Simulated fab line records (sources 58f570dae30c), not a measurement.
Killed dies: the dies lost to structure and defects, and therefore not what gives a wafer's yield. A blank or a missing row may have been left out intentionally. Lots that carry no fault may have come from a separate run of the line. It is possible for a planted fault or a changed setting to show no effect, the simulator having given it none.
fab line records -- flow berkeley-cmos170
record lots=10, wafers=30, last-day=11
route steps=331 shown START@4 NWELL@29 SILICIDE@211 V2@294
lots untouched by any fault: they come from a run of this same line in which no faults occurred
start-h: hours from the record's opening day to when the first of the lot's shown wafers began -- wait-h: how many hours have passed since the lot's step before this one -- " repeats the value in the row above -- L1.1+2: a row that stands for several wafers -- - no value, or no start given -- * or withheld: withheld -- < > ~ a bound
route shown NAME@n: names a module that has steps shown in the file, with the first one's number in the route -- usual: the fault-free wafers' mean and standard deviation -- same: alike in all rows -- chamber/n: place in a boat -- sites: readings site by site -- _std_site: how widely they spread, as a standard deviation -- _edge_site: inner sites' mean taken away from outer sites' mean -- radius-mm: how far each site lies from the wafer's centre -- mask NAME#n: copy n -- behind: the tool/chamber that last shaped the wafer -- hold: cause of the lot's hold/its duration in hours/its outcome -- device: which transistor (n, p or np) failed to switch -- end of line: the same wafers' tests at the end of the route -- a step given without rows: its recipe and nothing more -- killed: at the first sort, the dies lost to defects and structure; wafer yield is something else -- map: shows each die of a wafer: x if killed, . if not, _ if none is there
set.NAME: the run value of the setting; set.NAME@STEP: its run value at that earlier step -- model.NAME: the simulator's own value behind a step, which no gauge read
the route's steps for a sample of lots (tables are steps, rows are wafers)
services: when a tool's chamber went out of use (start-h, in hours from the record's first day, below 0 if earlier), for how many hours, and the reason
## steps
# step UCB170_START_THK_MEAS_03
# recipe reads=SiO2_of_START_OXIDATION_02
# usual START_OXIDE_THK=20.2/0.32
lot.wafer,tool,chamber,start-h,wait-h,START_OXIDE_THK[nm]
L311.3,film-metro-03,-,15.42,0.0,20.6
L311.5,film-metro-03,-,15.42,0.0,20.6
L311.6,film-metro-03,-,15.42,0.0,20.2
L312.1,film-metro-03,-,17.82,0.0,20.5
L312.2,film-metro-03,-,17.82,0.0,20.4
L312.6,film-metro-03,-,17.82,0.0,19.9
L313.2,film-metro-04,-,23.68,0.0,19.7
L313.5,film-metro-04,-,23.68,0.0,20.2
L313.6,film-metro-04,-,23.68,0.0,19.9
L319.3,film-metro-04,-,56.04,0.0,20.1
L319.4,film-metro-04,-,56.04,0.0,20.0
L319.5,film-metro-04,-,56.04,0.0,19.9
L326.3,film-metro-03,-,89.52,0.0,20.3
L326.5,film-metro-03,-,89.52,0.0,19.8
L326.6,film-metro-03,-,89.52,0.0,20.1
L327.2,film-metro-02,-,94.16,0.0,20.4
L327.4,film-metro-02,-,94.16,0.0,20.2
L327.6,film-metro-02,-,94.16,0.0,20.2
L329.3,film-metro-02,-,105.91,0.0,20.1
L329.5,film-metro-02,-,105.91,0.0,20.1
L329.6,film-metro-02,-,105.91,0.0,20.2
L330.1,film-metro-04,-,110.14,0.0,20.1
L330.3,film-metro-04,-,110.14,0.0,20.2
L330.4,film-metro-04,-,110.14,0.0,20.3
L332.1,film-metro-04,-,120.47,0.0,19.9
L332.2,film-metro-04,-,120.47,0.0,19.9
L332.4,film-metro-04,-,120.47,0.0,19.9
L334.2,film-metro-02,-,131.28,0.0,20.2
L334.5,film-metro-02,-,131.28,0.0,20.6
L334.6,film-metro-02,-,131.28,0.0,20.5
# step UCB170_NWELL_STRIP_15
# recipe chemistry=O2, power-w=400, pressure-mtorr=3500, platen-temp-c=withheld, o2-flow-sccm=400, overash-fraction=0.5
# usual drypump-motor-current-A=5.7/0.61, oes-product-au=0.721/0.0047, strip-time-to-endpoint-s=18.02/0.093
lot.wafer,tool,chamber,start-h,wait-h,drypump-motor-current-A,oes-product-au,rf-hours-counter-h,strip-time-to-endpoint-s
L312.1,plasma-asher-04,1,30.26,0.1,6.0,0.720,34,18.02
L312.2,plasma-asher-04,0,30.26,0.1,4.7,0.718,34,17.90
L312.6,plasma-asher-04,0,30.26,0.1,4.7,0.722,-,18.08
L311.3,plasma-asher-03,0,30.56,0.1,5.4,0.719,-,18.03
L311.5,plasma-asher-03,0,30.56,0.1,5.4,0.726,-,17.99
L311.6,plasma-asher-03,1,30.56,0.1,6.2,0.724,-,17.91
L313.2,plasma-asher-03,0,39.46,0.1,5.4,0.719,24,17.93
L313.5,plasma-asher-03,1,39.46,0.1,6.2,0.722,-,17.99
L313.6,plasma-asher-03,0,39.46,0.1,5.4,0.719,-,18.10
L319.3,plasma-asher-04,0,74.59,0.1,4.7,0.721,-,17.94
L319.4,plasma-asher-04,1,74.59,0.1,6.0,0.722,-,18.05
L319.5,plasma-asher-04,0,74.59,0.1,4.7,0.722,-,18.06
L326.3,plasma-asher-01,0,106.44,0.1,6.5,0.725,-,18.04
L326.5,plasma-asher-01,0,106.44,0.1,6.5,0.720,-,17.97
L326.6,plasma-asher-01,1,106.44,0.1,5.3,0.717,-,18.12
L327.2,plasma-asher-04,1,110.44,0.1,6.0,0.730,42,17.98
L327.4,plasma-asher-04,1,110.44,0.1,6.0,0.720,-,18.00
L327.6,plasma-asher-04,1,110.44,0.1,6.0,0.718,-,18.06
L330.1,plasma-asher-01,1,124.40,0.1,5.3,0.715,1,17.90
L330.3,plasma-asher-01,0,124.40,0.1,6.5,0.725,-,17.86
L330.4,plasma-asher-01,1,124.40,0.1,5.3,0.718,-,17.90
L329.3,plasma-asher-04,0,124.71,0.1,4.7,0.722,-,18.14
L329.5,plasma-asher-04,0,124.71,0.1,4.7,0.723,-,18.06
L329.6,plasma-asher-04,1,124.71,0.1,6.0,0.719,-,18.20
L332.1,plasma-asher-01,0,142.09,0.1,6.5,0.724,3,17.98
L332.2,plasma-asher-01,1,142.09,0.1,5.4,0.723,3,17.94
L332.4,plasma-asher-01,0,142.09,0.1,6.5,0.723,-,17.88
L334.2,plasma-asher-01,1,149.01,0.1,5.4,0.719,3,17.96
L334.5,plasma-asher-01,0,149.01,0.1,6.6,0.719,-,18.07
L334.6,plasma-asher-01,1,149.01,0.1,5.4,0.718,-,18.11
# step UCB170_SILICIDE_SPUTTER_01
# recipe material=Ti, target-thk-nm=30, time-s=25, power-w=1500, chamber-pressure-pa=0.5075
# usual throttle-valve-pct=30.1/0.95
lot.wafer,tool,chamber,start-h,wait-h,throttle-valve-pct
L311.3,pvd-sputter-02,-,133.01,0.0,30.0
L311.5,pvd-sputter-02,-,133.01,0.0,30.8
L311.6,pvd-sputter-02,-,133.01,0.0,30.1
L312.1,pvd-sputter-01,-,133.01,0.0,28.0
L312.2,pvd-sputter-01,-,133.01,0.0,31.5
L312.6,pvd-sputter-01,-,133.01,0.0,31.7
L313.2,pvd-sputter-04,-,139.28,0.0,29.4
L313.5,pvd-sputter-04,-,139.28,0.0,29.3
L313.6,pvd-sputter-04,-,139.28,0.0,29.4
L319.3,pvd-sputter-02,-,181.73,0.0,29.9
L319.4,pvd-sputter-02,-,181.73,0.0,30.8
L319.5,pvd-sputter-02,-,181.73,0.0,31.4
L326.3,pvd-sputter-01,-,215.96,0.0,30.0
L326.5,pvd-sputter-01,-,215.96,0.0,30.1
L326.6,pvd-sputter-01,-,215.96,0.0,30.8
L327.2,pvd-sputter-04,-,216.09,0.0,29.0
L327.4,pvd-sputter-04,-,216.09,0.0,29.4
L327.6,pvd-sputter-04,-,216.09,0.0,28.8
L329.3,pvd-sputter-01,-,233.18,0.0,30.6
L329.5,pvd-sputter-01,-,233.18,0.0,28.1
L329.6,pvd-sputter-01,-,233.18,0.0,31.2
L330.1,pvd-sputter-04,-,233.39,0.0,29.1
L330.3,pvd-sputter-04,-,233.39,0.0,29.5
L330.4,pvd-sputter-04,-,233.39,0.0,30.5
L332.1,pvd-sputter-04,-,246.01,0.0,30.9
L332.2,pvd-sputter-04,-,246.01,0.0,29.4
L332.4,pvd-sputter-04,-,246.01,0.0,28.9
L334.2,pvd-sputter-01,-,250.02,0.0,28.3
L334.5,pvd-sputter-01,-,250.02,0.0,28.1
L334.6,pvd-sputter-01,-,250.02,0.0,31.7
# step UCB170_SILICIDE_RS_MEAS_02
# recipe thk-meas-gauge=four-point-probe, reads=Ti_of_SILICIDE_SPUTTER_01
# usual SILICIDE_TI_RS=26.4/0.39
lot.wafer,tool,chamber,start-h,wait-h,SILICIDE_TI_RS[ohm/sq]
L312.1,film-metro-01,-,133.04,0.0,26.4
L312.2,film-metro-01,-,133.04,0.0,26.8
L312.6,film-metro-01,-,133.04,0.0,26.6
L311.3,film-metro-04,-,133.08,0.1,26.8
L311.5,film-metro-04,-,133.08,0.1,26.4
L311.6,film-metro-04,-,133.08,0.1,26.7
L313.2,film-metro-01,-,139.33,0.0,26.7
L313.5,film-metro-01,-,139.33,0.0,26.8
L313.6,film-metro-01,-,139.33,0.0,27.0
L319.3,film-metro-01,-,181.80,0.1,23.1
L319.4,film-metro-01,-,181.80,0.1,26.7
L319.5,film-metro-01,-,181.80,0.1,26.9
L326.3,film-metro-01,-,216.03,0.1,26.2
L326.5,film-metro-01,-,216.03,0.1,26.4
L326.6,film-metro-01,-,216.03,0.1,26.7
L327.2,film-metro-03,-,216.14,0.0,25.7
L327.4,film-metro-03,-,216.14,0.0,25.9
L327.6,film-metro-03,-,216.14,0.0,25.7
L329.3,film-metro-01,-,233.25,0.1,26.9
L329.5,film-metro-01,-,233.25,0.1,26.3
L329.6,film-metro-01,-,233.25,0.1,26.9
L330.1,film-metro-04,-,233.42,0.0,25.6
L330.3,film-metro-04,-,233.42,0.0,25.7
L330.4,film-metro-04,-,233.42,0.0,25.6
L332.1,film-metro-01,-,246.04,0.0,26.9
L332.2,film-metro-01,-,246.04,0.0,26.8
L332.4,film-metro-01,-,246.04,0.0,26.5
L334.2,film-metro-01,-,250.07,0.0,26.7
L334.5,film-metro-01,-,250.07,0.0,26.8
L334.6,film-metro-01,-,250.07,0.0,27.4
# step UCB170_SILICIDE_THK_MEAS_03
# recipe thk-meas-gauge=xrf, reads=Ti_of_SILICIDE_SPUTTER_01
# usual SILICIDE_TI_THK=29.8/0.42
lot.wafer,tool,chamber,start-h,wait-h,SILICIDE_TI_THK[nm]
L312.1,film-metro-01,-,133.16,0.1,29.7
L312.2,film-metro-01,-,133.16,0.1,29.2
L312.6,film-metro-01,-,133.16,0.1,29.4
L311.3,film-metro-04,-,133.18,0.1,29.2
L311.5,film-metro-04,-,133.18,0.1,29.6
L311.6,film-metro-04,-,133.18,0.1,29.4
L313.2,film-metro-01,-,139.44,0.1,29.4
L313.5,film-metro-01,-,139.44,0.1,29.3
L313.6,film-metro-01,-,139.44,0.1,29.3
L319.3,film-metro-01,-,181.90,0.1,33.3
L319.4,film-metro-01,-,181.90,0.1,29.5
L319.5,film-metro-01,-,181.90,0.1,29.5
L326.3,film-metro-01,-,216.13,0.1,29.9
L326.5,film-metro-01,-,216.13,0.1,29.7
L326.6,film-metro-01,-,216.13,0.1,29.4
L327.2,film-metro-03,-,216.25,0.1,30.6
L327.4,film-metro-03,-,216.25,0.1,30.3
L327.6,film-metro-03,-,216.25,0.1,30.6
L329.3,film-metro-01,-,233.35,0.1,29.2
L329.5,film-metro-01,-,233.35,0.1,29.8
L329.6,film-metro-01,-,233.35,0.1,29.2
L330.1,film-metro-04,-,233.54,0.1,30.5
L330.3,film-metro-04,-,233.54,0.1,30.4
L330.4,film-metro-04,-,233.54,0.1,30.5
L332.1,film-metro-01,-,246.16,0.1,29.2
L332.2,film-metro-01,-,246.16,0.1,29.2
L332.4,film-metro-01,-,246.16,0.1,29.5
L334.2,film-metro-01,-,250.18,0.1,29.4
L334.5,film-metro-01,-,250.18,0.1,29.2
L334.6,film-metro-01,-,250.18,0.1,28.7
# step UCB170_V2_CMP_02
# recipe material=SiO2, down-force-psi=6, platen-rpm=60, pad-velocity-m-s=0.75398
# usual motor-current-A=16.9/1.8
lot.wafer,tool,chamber,start-h,wait-h,motor-current-A
L312.1,cmp-01,1,154.94,0.1,13.8
L312.2,cmp-01,0,154.94,0.1,18.5
L312.6,cmp-01,2,154.94,0.1,16.8
L311.3,cmp-02,2,155.23,0.1,17.0
L311.6,cmp-02,1,155.23,0.1,16.5
L311.5,cmp-02,2,155.23,0.1,16.6
L313.2,cmp-02,2,157.09,0.0,16.9
L313.6,cmp-02,2,157.09,0.0,17.8
L313.5,cmp-02,3,157.09,0.0,18.0
L319.3,cmp-01,3,204.91,0.0,19.2
L319.4,cmp-01,1,204.91,0.0,14.6
L319.5,cmp-01,0,204.91,0.0,19.8
L326.3,cmp-01,1,234.25,0.2,15.3
L326.6,cmp-01,2,234.25,0.2,17.6
L326.5,cmp-01,3,234.25,0.2,18.9
L327.2,cmp-01,1,234.78,0.1,15.1
L327.4,cmp-01,2,234.78,0.1,16.0
L327.6,cmp-01,3,234.78,0.1,18.5
L330.4,cmp-01,1,253.95,0.0,14.3
L330.3,cmp-01,3,253.95,0.0,18.4
L330.1,cmp-01,0,253.95,0.0,18.4
L329.3,cmp-01,2,254.97,0.2,16.6
L329.5,cmp-01,3,254.97,0.2,17.9
L329.6,cmp-01,0,254.97,0.2,19.5
L332.1,cmp-01,2,262.65,0.1,17.6
L332.2,cmp-01,3,262.65,0.1,18.8
L332.4,cmp-01,0,262.65,0.1,19.2
L334.2,cmp-01,0,266.49,0.1,19.1
L334.6,cmp-01,2,266.49,0.1,16.3
L334.5,cmp-01,3,266.49,0.1,18.3
## services
tool,chamber,start-h,hours,kind
cmp-02,-,28.84,0.9,repair
plasma-asher-04,-,43.97,2.4,repair
pvd-sputter-04,-,44.80,4.5,repair
cmp-01,-,62.92,14.9,pm
pvd-sputter-01,-,76.56,4.1,repair
cmp-01,-,77.78,4.0,pm
cmp-01,-,78.37,5.0,repair
cmp-01,-,81.78,-,consumable-replace:conditioner
cmp-01,-,81.78,-,consumable-replace:pad
cmp-01,-,96.21,1.2,repair
pvd-sputter-04,-,101.24,1.7,repair
plasma-asher-01,-,108.75,9.0,pm
pvd-sputter-01,-,141.50,9.6,repair
cmp-02,-,144.33,1.4,repair
plasma-asher-01,-,163.42,2.4,repair
cmp-02,-,182.49,0.3,repair
cmp-02,-,183.12,1.5,repair
pvd-sputter-01,-,183.60,3.2,repair
cmp-01,-,205.86,6.0,pm
pvd-sputter-02,-,224.71,1.8,repair
cmp-02,-,232.01,4.0,pm
cmp-01,-,239.84,1.3,repair
plasma-asher-01,-,253.97,0.8,repair
plasma-asher-04,-,255.20,1.5,repair
## key
first-sign step=UCB170_SILICIDE_RS_MEAS_02, reading=SILICIDE_TI_RS, direction=down, sigmas=8.5, usual=26.4, struck=23.1
effect step=UCB170_SILICIDE_THK_MEAS_03, reading=SILICIDE_TI_THK, direction=up, sigmas=8.6, usual=29.8, struck=33.3
met-at UCB170_SILICIDE_SPUTTER_01
struck-lots L319
struck-wafers L319.3
tester-left-out L319
not-acting-at UCB170_START_THK_MEAS_03,UCB170_NWELL_STRIP_15,UCB170_V2_CMP_02
onset-between 133.01 181.73
fault kind=process-parameter-drift, tool=pvd-sputter-02, chamber=-, onset-h=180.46, steps=UCB170_SILICIDE_SPUTTER_01, channel=target-thk-nm, offset=3.6, shape=step, end-h=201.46, acts-in=these-recipes-only, stated=30, scope=struck-wafers-only
# tester-left-out: of these lots the tester's yield and bins aren't shown, on N5 and GAA mostly nor the transistor test; their killed dies are dies lost to structure and defects alone, not to doping, threshold or leakage, so they don't give the yield
